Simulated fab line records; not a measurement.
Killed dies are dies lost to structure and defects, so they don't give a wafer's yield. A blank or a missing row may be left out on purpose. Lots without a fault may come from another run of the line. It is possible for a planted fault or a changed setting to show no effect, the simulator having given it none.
Struck lot and sound lot, side by side    flow rit-cmos    15 steps out of a route of 202
Sound: these wafers, L709.3, L709.4, L709.6. Struck: wafers L711.3, L711.5 (left out: L711.4, a lot-mate that was not struck); the cause follows at the end.
Each step with rows lists, per side, the tool, then ch with its chambers, then its first start. Under that, the readings that differ: sound wafers    struck wafers    difference of the means    sigmas: that difference in standard deviations of wafers without a fault.
alike: same words and numbers on both sides, and readings whose means sit less than 2 such deviations apart. not compared: any withheld reading, any reading some wafer has no value for, any bound like >300 that may hide the same value, and any number with overlapping values for which the record gives no deviation.
A row with sigmas, a row that says differs or no value, or rows on one side alone: a step with any of these is where the two part. When numbers do not overlap yet have no deviation, they are printed without sigmas and do not part them. A reading that every wafer of one side lacks parts them only if that side has two wafers or more.

RIT_M1_THK_MEAS_02: measures by xrf.
  sound: film-metro-02 at day 7 05:40; struck: film-metro-01 at day 7 14:13
  alike: M1_AL_THK
then, 6 steps without rows for these wafers: RIT_M1_HMDS_03 (prime time 60 s); RIT_M1_COAT_04 (resist thk 1300 nm); RIT_M1_SOFTBAKE_05 (time 60 s); RIT_M1_EXPOSE_06 (exposes mask M12, target cd 2600 nm); RIT_M1_PEB_07; RIT_M1_DEVELOP_08 (develop time 68.88 s).
RIT_M1_CD_MEAS_09 targets a cd of 2600 nm.
  sound: cd-sem-01 at day 7 06:46; struck: cd-sem-01 at day 7 15:10
reading     sound                 struck         difference  sigmas
cd-nm (nm)  2596.7 2597.1 2597.8  2603.4 2600.9  +5.0        +2
RIT_M1_OVL_MEAS_10:
  sound: overlay-01 at day 7 06:51; struck: overlay-01 at day 7 15:16
  alike: M1_OVL
then, 1 step without rows for these wafers: RIT_M1_HARDBAKE_11 (time 120 s).
RIT_M1_METAL_ETCH_12: etches Al in Cl2/BCl3, stops on SiO2, time 165 s, target depth 600 nm.
  sound on rie-metal-01 ch 0,1, day 7 07:11; struck on rie-metal-03 ch 0, day 7 15:38
  alike: drypump-motor-current-A, oes-product-au, throttle-valve-pct
  not compared: rf-hours-counter-h
then, 1 step without rows for these wafers: RIT_M1_STRIP_13 (strips in nmp, time 600 s).
RIT_M1_STRIP_14: strips in O2, time 180 s.
  sound on plasma-asher-01 ch 0,1, day 7 07:32; struck on plasma-asher-04 ch 0, day 7 16:07
reading              sound              struck       difference                     sigmas
rf-refl-power-W (W)  9.0 6.6 8.5        - -          no value on the struck wafers  
run-length-s (s)     208.2 208.1 207.7  192.6 192.3  -15.6                          -35
  alike: drypump-motor-current-A
  not compared: rf-hours-counter-h
RIT_M1_CD_MEAS_90 targets a cd of 2600 nm.
  sound: cd-sem-01 at day 7 07:41; struck: cd-sem-01 at day 7 16:16
  alike: cd-nm
RIT_M1_PROBE_99:
  sound: prober-01 at day 7 09:32; struck: prober-01 at day 7 18:30
  alike: defect-limited-yield, killed-at-contacts, killed-at-front-end, killed-dies, killed-open, killed-short

== WHERE THEY PART ==
At RIT_M1_CD_MEAS_09 first; at RIT_M1_STRIP_14 last (within this record only). Later steps at which nothing parts them and some readings are alike: RIT_M1_CD_MEAS_90, RIT_M1_PROBE_99.

WHY: the cause the simulator had injected
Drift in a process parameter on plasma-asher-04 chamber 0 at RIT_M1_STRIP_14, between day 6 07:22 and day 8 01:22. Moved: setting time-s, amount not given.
